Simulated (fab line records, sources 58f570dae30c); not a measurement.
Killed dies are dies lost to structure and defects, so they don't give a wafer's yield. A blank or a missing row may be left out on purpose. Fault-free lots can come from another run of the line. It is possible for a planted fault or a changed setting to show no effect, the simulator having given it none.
Problem report in the 8D (eight disciplines) form, filled by code + flow berkeleyCmos170 + the parts of the form that need people (team, actions taken, sign-off) are left out

1. WHAT WENT WRONG
NLDD_TW at UCB170_NLDD_TW_MEAS_11 reads a mean of 2343 on 6 wafers of 2 lots; wafers without a fault read 2234 with a standard deviation of 13. That is +8.4 standard deviations from the usual mean.
Earliest sighting: wafer L211.1 on filmMetro-01 at day 7 23:44. At this step, 36 wafers from 12 lots have a number in the record. By rule, "out" or "out of limits" means more than 4 standard deviations away from the usual mean. All remaining wafers that have a number are taken as sound.

2. WHAT IT IS AND WHAT IT IS NOT
| question                    | is                     | is not                                                                          |
|-----------------------------|------------------------|---------------------------------------------------------------------------------|
| which readings at this step | NLDD_TW                | -                                                                               |
| which lots                  | L211, L221             | L206, L207, L208, L209, L210, L212, L214, L223, L227, L228                      |
| which wafers of those lots  | all that have a number | -                                                                               |
| read on which gauges        | filmMetro-01           | filmMetro-03, filmMetro-04                                                      |
| when                        | from day 7 23:44       | up to then (21 sound wafers); but 9 sound wafers of L223, L227, L228 came after |

3. WHAT RULES OUT EACH SUSPECT
Counting: any tool at a process step up to the reading is kept as a suspect provided that every lot that is out went through it and no sound lot did after the first of them.
- the gauge at UCB170_NLDD_TW_MEAS_11 has been ruled out. All the wafers that are out were read on filmMetro-01, but those of them that UCB170_NLDD_IMPLANT_08 has rows for are out there too, on other tools.
- implanter-02 at UCB170_NLDD_IMPLANT_08: kept. All lots that are out passed through it, beginning with L211 at day 7 23:20, and no sound lot followed; its final sound lot before that point was L212 at day 7 13:40. On those wafers its own readings are out: doseIonsCm2, faradayCurrentUA.
The count leaves implanter-02 at UCB170_NLDD_IMPLANT_08.

4. THE CAUSE (what the simulator had put in)
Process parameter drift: implanter-02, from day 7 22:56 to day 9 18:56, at UCB170_NLDD_IMPLANT_08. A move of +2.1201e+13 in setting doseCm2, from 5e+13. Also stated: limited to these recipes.
This tool alone remained once counting was done.

5. THE EFFECT CHAIN, in route order
Rows list readings where the struck wafers' mean (over those with a number) sits beyond 3 standard deviations from the usual. Only readings whose record carries a usual standard deviation are examined. hours: median over the lots of the time between each lot's start at the first step of this table that gives one and its start at this step. sigmas: the change, counted in usual standard deviations.
| hours | step                       | reading          | usual        | on struck wafers | change | sigmas      |
|-------|----------------------------|------------------|--------------|------------------|--------|-------------|
| 0     | UCB170_NLDD_IMPLANT_08     | doseIonsCm2      | 5e+13        | 7e+13            | +2e+13 | +99 or more |
| 0     | UCB170_NLDD_IMPLANT_08     | faradayCurrentUA | 158          | 226              | +68    | +21         |
| 0     | UCB170_NLDD_TW_MEAS_11     | NLDD_TW          | 2234         | 2343             | +109   | +8.4        |
| 11    | UCB170_SDANNEAL_RS_MEAS_05 | NLDD_RS          | 615.7 ohm/sq | 540.7            | -75.0  | -58         |
It contains these process steps:
- UCB170_NLDD_IMPLANT_08

6. HOW IT WOULD HAVE BEEN CAUGHT EARLIER
In this record the first reading out of limits at a measuring or inspecting step was taken at day 7 23:44, 1 hour after the fault began at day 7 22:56.
The tool's own readings at UCB170_NLDD_IMPLANT_08 were out on every struck wafer that the step has a row for (doseIonsCm2, faradayCurrentUA): an alarm limit on them would have fired on the first of those.
L221, from the lots that are out (2), started UCB170_NLDD_IMPLANT_08 on implanter-02 later than day 7 23:44. A hold on the tool at that time would have spared it.
